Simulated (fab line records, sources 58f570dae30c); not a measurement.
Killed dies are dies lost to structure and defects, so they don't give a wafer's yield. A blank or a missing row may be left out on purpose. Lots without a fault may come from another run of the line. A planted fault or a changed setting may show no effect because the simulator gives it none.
Tool commonality check | flow berkeley_cmos170 | 14 lots, 42 wafers sampled

WHY IT WAS OPENED
At UCB170_GATE_THK_MEAS_05 the reading GATE_POLY_THK is flagged on 2 of 14 lots. Wafers without a fault read 217.8 nm, standard deviation 1.7.
Rule: a lot is flagged when every wafer of it that has a number lies more than 4 standard deviations from that mean, or none has a number. The other lots count as sound.

lot  | measured     | on            | GATE_POLY_THK (nm), wafer by wafer | flag
L365 | day 7 04:26  | film_metro-02 | 219.5 217.7 219.6                  |
L367 | day 8 05:53  | film_metro-02 | 217.8 218.7 218.9                  |
L368 | day 8 05:53  | film_metro-03 | 219.0 216.0 217.7                  |
L366 | day 8 05:56  | film_metro-02 | 219.0 220.3 218.9                  |
L370 | day 8 11:31  | film_metro-02 | 214.6 215.6 215.7                  |
L371 | day 8 20:56  | film_metro-01 | 218.8 217.5 218.4                  |
L372 | day 8 20:58  | film_metro-02 | 213.3 214.8 216.1                  |
L373 | day 9 13:38  | film_metro-03 | 215.9 216.9 217.2                  |
L378 | day 10 14:56 | film_metro-02 | 204.7 197.0 192.8                  | FLAGGED
L379 | day 10 14:56 | film_metro-01 | 186.3 198.8 205.2                  | FLAGGED
L380 | day 10 21:57 | film_metro-03 | 215.8 212.9 213.6                  |
L381 | day 10 21:57 | film_metro-02 | 217.6 217.4 216.9                  |
L383 | day 11 05:41 | film_metro-03 | 218.8 217.2 217.7                  |
L384 | day 11 05:41 | film_metro-02 | 218.8 219.0 218.7                  |
The numbers of the flagged lots are 197.5 nm on average: -20.3 nm against the usual, or -12 standard deviations.

WHICH TOOL RAN EACH LOT
The record holds 1 process step before the reading, out of a route of 331 steps. In each cell: the tool, then ch and the chambers that the sampled wafers went through, then the start.
lot  | flag    | UCB170_GATE_CVD_04
L365 |         | lpcvd-02 ch 0, day 7 03:01
L367 |         | lpcvd-02 ch 0, day 8 04:29
L368 |         | lpcvd-02 ch 1, day 8 04:29
L366 |         | lpcvd-02 ch 1, day 8 04:29
L370 |         | lpcvd-02 ch 1, day 8 10:05
L371 |         | lpcvd-01 ch 0, day 8 19:32
L372 |         | lpcvd-01 ch 1, day 8 19:32
L373 |         | lpcvd-02 ch 1, day 9 12:13
L378 | FLAGGED | lpcvd-02 ch 0, day 10 13:32
L379 | FLAGGED | lpcvd-02 ch 0, day 10 13:32
L380 |         | lpcvd-01 ch 0, day 10 20:32
L381 |         | lpcvd-01 ch 0, day 10 20:32
L383 |         | lpcvd-02 ch 1, day 11 04:17
L384 |         | lpcvd-02 ch 1, day 11 04:17
What these steps do:
- UCB170_GATE_CVD_04: deposits poly-Si from SiH4, time 1440 s, target thk 214 nm.
- UCB170_GATE_THK_MEAS_05

FLAGGED OVER TOTAL, TOOL BY TOOL (the gauges that took the reading come last)
step                    | tool          | lots run | flagged | share of the flagged lots | sound lots run after its first flagged lot
UCB170_GATE_CVD_04      | lpcvd-01      | 4        | 0       | none                      | -
UCB170_GATE_CVD_04      | lpcvd-02      | 10       | 2       | all                       | 2 (L383,L384)
UCB170_GATE_THK_MEAS_05 | film_metro-01 | 2        | 1       | some                      | 0
UCB170_GATE_THK_MEAS_05 | film_metro-02 | 8        | 1       | some                      | 2 (L381,L384)
UCB170_GATE_THK_MEAS_05 | film_metro-03 | 4        | 0       | none                      | -

WHAT THE TABLE ALLOWS
1 row of the table ran every flagged lot: lpcvd-02 at UCB170_GATE_CVD_04.
- lpcvd-02 at UCB170_GATE_CVD_04: 2 of its 10 lots flagged. Sound lots ran on it after the first flagged one (L383, L384), which a lasting fault on the whole tool wouldn't allow. Its own readings lie more than 4 standard deviations out on every wafer of the flagged lots: spike_tc_centre_C, zone_power_centre_pct.
No row of the table ran every flagged lot and no sound lot after the first.

WHAT THE SIMULATOR HAD PUT IN
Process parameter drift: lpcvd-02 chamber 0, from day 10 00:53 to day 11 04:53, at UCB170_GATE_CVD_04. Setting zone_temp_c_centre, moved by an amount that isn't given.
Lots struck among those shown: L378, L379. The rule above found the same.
